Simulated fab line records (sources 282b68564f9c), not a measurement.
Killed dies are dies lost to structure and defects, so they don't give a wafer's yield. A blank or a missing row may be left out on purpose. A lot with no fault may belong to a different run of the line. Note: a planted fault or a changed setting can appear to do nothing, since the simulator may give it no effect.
Split-lot trial    flow rit_cmos    on a route of 202 steps: 5 lots, 23 wafers read

== ABOUT THE SPLIT ==
At RIT_NWELL_IMPLANT_08, the setting dose_cm2 was moved away from the recipe's 5e+13 on 10 of the 23 wafers read, by -7.5% to +5.3%. The other wafers ran this setting at the recipe's value.

== FROM THE SPLIT TO THE READING: what the file shows between them, 3 steps ==
- RIT_PWELL_DEVELOP_05: develop time 68 s (also split here: develop_time_s)
- RIT_PWELL_HARDBAKE_07: time 120 s
- RIT_WELLDRIVE_ANNEAL_00: time 14700 s

== THE READING ==
At RIT_WELLDRIVE_RS_MEAS_01, a four-point-probe measurement gives NWELL_RS in ohm/sq. Typical for fault-free wafers on this fab line: 275.7 ohm/sq, with standard deviation 0.74 ohm/sq.

wafer   tool, chamber at the split  dose_cm2 as run  against the recipe  NWELL_RS, ohm/sq  against lot-mates on the recipe
L079.1  implanter-03, 0             5e+13            recipe              275.7             -
L079.2  implanter-03, 0             4.861e+13        -2.8%               280.7             +4.9
L079.3  implanter-03, 0             4.861e+13        -2.8%               280.3             +4.6
L079.5  implanter-03, 0             4.861e+13        -2.8%               281.4             +5.6
L079.6  implanter-03, 0             5e+13            recipe              275.8             -
L082.1  implanter-04, 0             5.098e+13        +2.0%               272.3             -3.3
L082.3  implanter-04, 0             5e+13            recipe              275.1             -
L082.4  implanter-04, 0             5e+13            recipe              275.7             -
L082.5  implanter-04, 0             5.098e+13        +2.0%               272.7             -2.9
L082.6  implanter-04, 0             5e+13            recipe              275.9             -
L083.1  implanter-01, 0             5e+13            recipe              274.2             -
L083.2  implanter-01, 0             5e+13            recipe              274.3             -
L083.3  implanter-01, 0             4.625e+13        -7.5%               287.8             +13.6
L083.5  implanter-01, 0             4.625e+13        -7.5%               287.5             +13.2
L083.6  implanter-01, 0             4.625e+13        -7.5%               287.4             +13.1
L084.3  implanter-01, 0             5e+13            recipe              276.6             -
L084.4  implanter-01, 0             5e+13            recipe              276.8             -
L084.5  implanter-01, 0             5e+13            recipe              275.5             -
L085.1  implanter-01, 0             5e+13            recipe              276.4             -
L085.2  implanter-01, 0             5.265e+13        +5.3%               267.5             -8.6
L085.3  implanter-01, 0             5e+13            recipe              276.0             -
L085.4  implanter-01, 0             5e+13            recipe              276.0             -
L085.6  implanter-01, 0             5.265e+13        +5.3%               268.0             -8.1

FIT RESULTS
A straight line over all 23 wafers: NWELL_RS changes by -1.58 ohm/sq for each +1% of dose_cm2; r = -0.99; the points scatter about the line by 0.68 ohm/sq.
The same after taking each lot's own level away (the mean of its wafers on the recipe; 23 wafers): -1.72 ohm/sq for each +1%; r = -1.00; scatter 0.41 ohm/sq.
The reading moves by 13 ohm/sq for the largest change in dose_cm2, on that fit.
Across the lots, their own levels run from 274.25 to 276.30 ohm/sq, a range of 2.8 times the standard deviation given above.
So the lot-to-lot level changes the slope little: the two slopes agree.
Check: with one of the wafers moved furthest among these (-7.5%) left out of the fit, the line predicts +12.9 ohm/sq for it against its lot-mates. Against them it came out at +13.6 ohm/sq.

== THE OTHER SPLITS THESE WAFERS WENT THROUGH ==
Other splits were also applied to these wafers ahead of the reading. Each is held against what the fit with the lots' levels taken away leaves over:
other split on the same wafers       wafers away from the commonest value  r with NWELL_RS (lot level and that fit taken away)
RIT_ACTIVE_OXIDATION_01 ox_time_s    15                                    +0.01
RIT_ACTIVE_ETCH_13 over_etch_frac    6                                     -0.05
RIT_PWELL_DEVELOP_05 develop_time_s  8                                     -0.21

== THE FILE'S OWN FIT ==
NWELL_RS changes by -1.71 ohm/sq for each +1% of dose_cm2, r = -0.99.
